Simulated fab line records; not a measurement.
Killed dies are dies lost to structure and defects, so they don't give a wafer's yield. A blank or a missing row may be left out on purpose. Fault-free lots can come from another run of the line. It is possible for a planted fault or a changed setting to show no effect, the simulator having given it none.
Comparing a struck lot with a sound one || flow ritCmos || 29 out of 202 route steps
Sound: these wafers, L530.1, L530.4, L530.5. Struck: wafer L542.6 (left out: L542.1, L542.3 of the same lot, which were not struck); the cause appears at the end.
At each step with rows: each side's tool, then ch and its chambers, then its first start. Under that, the readings that differ: sound wafers || struck wafers || difference of the means || sigmas: that difference in standard deviations of wafers without a fault.
alike: readings with means less than 2 such deviations apart, plus words and numbers identical on both sides. not compared: withheld readings, readings lacking a value on some wafer, bounds such as >300 that could conceal the same value, and numbers that have no deviation in the record and whose values overlap.
The two part at a step that has a row with sigmas, a row that says differs or no value, or rows on one side only. Numbers that have no deviation but don't overlap get no sigmas and don't part them. A reading that every wafer of one side lacks parts them only if that side has two wafers or more.

RIT_SDANNEAL_RTA_03: time 5 s.
  sound on rtpAnneal-01 ch 0, day 4 06:01; struck on rtpAnneal-01 ch 0, day 6 11:09
  alike: annealTempCMax, rampUpCPerS, wafer_temp_C_max
RIT_SDANNEAL_RS_MEAS_04: a four-point-probe measurement.
  sound on filmMetro-02, day 4 06:04; struck on filmMetro-01, day 6 11:13
  alike: PSD_RS
RIT_SDANNEAL_RS_MEAS_05: a four-point-probe measurement.
  sound on filmMetro-02, day 4 06:11; struck on filmMetro-01, day 6 11:20
  alike: NSD_RS
RIT_SDANNEAL_RS_MEAS_06: a four-point-probe measurement.
  sound on filmMetro-02, day 4 06:19; struck on filmMetro-01, day 6 11:27
{"reading": "PLDD_RS (ohm/sq)", "sound": "178.4 178.8 178.4", "struck": 179.6, "difference": "+1.1", "sigmas": "+2"}
RIT_SDANNEAL_RS_MEAS_07: a four-point-probe measurement.
  sound on filmMetro-02, day 4 06:26; struck on filmMetro-01, day 6 11:34
  alike: NLDD_RS
then, 1 step without rows for these wafers: RIT_SILICIDE_WET_ETCH_00 (etches SiO2 in BOE, target depth 14 nm, time 15 s).
RIT_SILICIDE_SPUTTER_01: material Ti, target thk 30 nm, time 240 s.
  sound on pvdSputter-04, day 4 06:34; struck on pvdSputter-03, day 6 11:52
  alike: substrateTempC, throttleValvePct
RIT_SILICIDE_RS_MEAS_02: a four-point-probe measurement.
  sound on filmMetro-01, day 4 06:43; struck on filmMetro-04, day 6 12:01
  alike: SILICIDE_TI_RS
RIT_SILICIDE_THK_MEAS_03: measures by xrf.
  sound on filmMetro-01, day 4 06:50; struck on filmMetro-04, day 6 12:08
  alike: SILICIDE_TI_THK
RIT_SILICIDE_RTA_04: time 10 s, ramp up 5 s, ramp down 5 s.
  sound on rtpAnneal-02 ch 0, day 4 06:54; struck on rtpAnneal-02 ch 0, day 6 12:11
  alike: annealTempCMax, wafer_temp_C_max
then, 1 step without rows for these wafers: RIT_SILICIDE_WET_ETCH_05 (etches Ti in SPM, time 120 s).
RIT_SILICIDE_RTA_06: time 10 s, ramp up 5 s, ramp down 10 s.
  sound on rtpAnneal-01 ch 0, day 4 07:01; struck on rtpAnneal-01 ch 0, day 6 12:18
  alike: annealTempCMax, wafer_temp_C_max
RIT_CONTACT_CVD_00: deposits SiO2 from TEOS, target thk 400 nm, time 61 s.
  sound on pecvd-04 ch 1,2, day 4 07:05; struck on pecvd-04 ch 1, day 6 12:22
{"reading": "runLengthS (s)", "sound": "88.4 88.6 88.3", "struck": 123.5, "difference": "+35.1", "sigmas": "+76"}
{"reading": "model.SiO2_of_CONTACT_CVD_00.thkNm (nm)", "sound": "396.6 400 402.7", "struck": 631.1, "difference": "+231.3", "sigmas": ""}
  alike: heaterPowerW, susceptorTempC
RIT_CONTACT_THK_MEAS_01:
  sound on filmMetro-01, day 4 07:08; struck on filmMetro-01, day 6 12:25
{"reading": "CONTACT_TEOS_THK (nm)", "sound": "397 400 403", "struck": 631, "difference": "+231", "sigmas": "+47"}
then, 6 steps without rows for these wafers: RIT_CONTACT_HMDS_02 (prime time 60 s); RIT_CONTACT_COAT_03 (resist thk 1000 nm); RIT_CONTACT_SOFTBAKE_04 (time 60 s); RIT_CONTACT_EXPOSE_05 (exposes mask M11, target cd 1000 nm); RIT_CONTACT_PEB_06; RIT_CONTACT_DEVELOP_07 (develop time 120 s).
RIT_CONTACT_CD_MEAS_08: target cd 1000 nm.
  sound on cdSem-01, day 4 08:23; struck on cdSem-01, day 6 13:38
  alike: cdNm
RIT_CONTACT_OVL_MEAS_09:
  sound on overlay-01, day 4 08:30; struck on overlay-02, day 6 13:45
  alike: CONTACT_OVL
then, 1 step without rows for these wafers: RIT_CONTACT_HARDBAKE_10 (time 60 s).
RIT_CONTACT_ETCH_11: etches SiO2 in CHF3/CF4/Ar, stops on TiSi2, target depth 480 nm, time 320 s.
  sound on rieDiel-04 ch 0,1, day 4 08:41; struck on rieDiel-03 ch 3, day 6 13:56
{"reading": "model.etch.depthNm (nm)", "sound": "396.6 400 402.7", "struck": 481.3, "difference": "+81.5", "sigmas": ""}
{"reading": "model.CONTACT.featureDepthNm (nm)", "sound": "396.6 400 402.7", "struck": 481.3, "difference": "+81.5", "sigmas": ""}
  alike: drypumpMotorCurrentA, oesProductAu, throttleValvePct
  not compared: rfHoursCounterH
RIT_CONTACT_STRIP_12: strips in O2, time 180 s.
  sound on plasmaAsher-02 ch 1, day 4 08:53; struck on plasmaAsher-03 ch 0, day 6 14:08
  alike: drypumpMotorCurrentA
  not compared: rfHoursCounterH
RIT_CONTACT_CD_MEAS_90: target cd 1000 nm.
  sound on cdSem-02, day 4 09:03; struck on cdSem-02, day 6 14:18
  alike: cdNm
RIT_CONTACT_CLEAN_13: cleans in SC1, time 600 s.
  sound on wetBench-02 ch 2, day 4 09:10; struck on wetBench-04 ch 0, day 6 14:25
{"reading": "model.SiO2_of_CONTACT_CVD_00.thkNm (nm)", "sound": "392.5 395.9 398.6", "struck": 627, "difference": "+231", "sigmas": ""}
then, 1 step without rows for these wafers: RIT_CONTACT_CLEAN_14 (cleans in SC2, time 600 s).
RIT_M1_PROBE_99:
  sound on prober-02, day 4 13:40; struck on prober-02, day 6 19:14
{"reading": "killedAtContacts", "sound": "0 0 0", "struck": 256, "difference": "+256", "sigmas": "+99 or more"}
{"reading": "killedDies", "sound": "5 7 7", "struck": 264, "difference": "+258", "sigmas": "+86"}
{"reading": "killedOnRim", "sound": "3 0 3", "struck": 70, "difference": "+68", "sigmas": "+57"}
  alike: killedAtFrontEnd, killedOpen, killedShort

== WHERE THEY PART ==
At RIT_SDANNEAL_RS_MEAS_06 first; at RIT_M1_PROBE_99 last (within this record only).

WHY: what the simulator had put in
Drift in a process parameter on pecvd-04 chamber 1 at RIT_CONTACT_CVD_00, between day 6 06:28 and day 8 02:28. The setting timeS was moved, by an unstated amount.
